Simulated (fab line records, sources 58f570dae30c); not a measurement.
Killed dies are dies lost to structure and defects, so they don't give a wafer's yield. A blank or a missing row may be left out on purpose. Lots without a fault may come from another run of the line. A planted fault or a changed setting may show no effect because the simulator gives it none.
Which tool did it? | flow berkeley_cmos170 | 7 lots, 21 wafers sampled, at 2 steps of a route of 331

WHAT THE GAUGES READ, wafer by wafer
UCB170_NSD_CD_MEAS_06: target cd 1200 nm.
lot  | measured     | on        | cd_nm (nm)
L680 | day 6 16:19  | cd_sem-02 | 1201.4 1202.4 1201.7
L683 | day 6 19:14  | cd_sem-02 | 1200.2 1199.7 1199.5
L687 | day 7 19:25  | cd_sem-01 | 1210.8 1214.9 1202.6
L690 | day 8 13:38  | cd_sem-01 | 1199.5 1200.6 1200.0
L697 | day 9 21:13  | cd_sem-02 | 1203.4 1201.7 1202.3
L701 | day 10 21:13 | cd_sem-01 | 1197.0 1198.8 1199.5
L703 | day 11 13:42 | cd_sem-02 | 1200.9 1199.5 1199.4

WHICH TOOL RAN EACH LOT (tool, then ch and the chambers of the sampled wafers, then the start)
lot  | UCB170_NSD_EXPOSE_03
L680 | krf_scanner-01 ch 0, day 6 15:23
L683 | krf_scanner-02 ch 0, day 6 18:32
L687 | krf_scanner-02 ch 0, day 7 19:01
L690 | krf_scanner-01 ch 0, day 8 12:49
L697 | krf_scanner-01 ch 0, day 9 20:50
L701 | krf_scanner-01 ch 0, day 10 20:30
L703 | krf_scanner-02 ch 0, day 11 13:19
- UCB170_NSD_EXPOSE_03: exposes mask NSELECT MOD, target cd 1200 nm.

THE ANSWER, worked out from the rows above alone
Rule: what is usual is taken from the lots themselves. Put in order of their means at a reading, lots are off if they are a third of the lots or fewer, leave a main group of 4 or more, and stand apart from it by a gap of 3 or more times the standard deviation of the main group's means; of several such gaps the widest counts. A main group whose means are all the same, to the digits that the tables above print for the reading, isn't used. A lot without any number at a reading at which 4 lots or more have one is off too. The other lots that the step has rows for count as sound.
Off: L687, at UCB170_NSD_CD_MEAS_06 (cd_nm). The main group: mean 1200.4 nm, standard deviation 1.3.
A tool fits if, at a process step before that reading, it ran every lot that is off, and no sound lot after the first of them. The gauges at UCB170_NSD_CD_MEAS_06 are tried like those tools. None of those tried fits.

WHAT THE SIMULATOR HAD PUT IN
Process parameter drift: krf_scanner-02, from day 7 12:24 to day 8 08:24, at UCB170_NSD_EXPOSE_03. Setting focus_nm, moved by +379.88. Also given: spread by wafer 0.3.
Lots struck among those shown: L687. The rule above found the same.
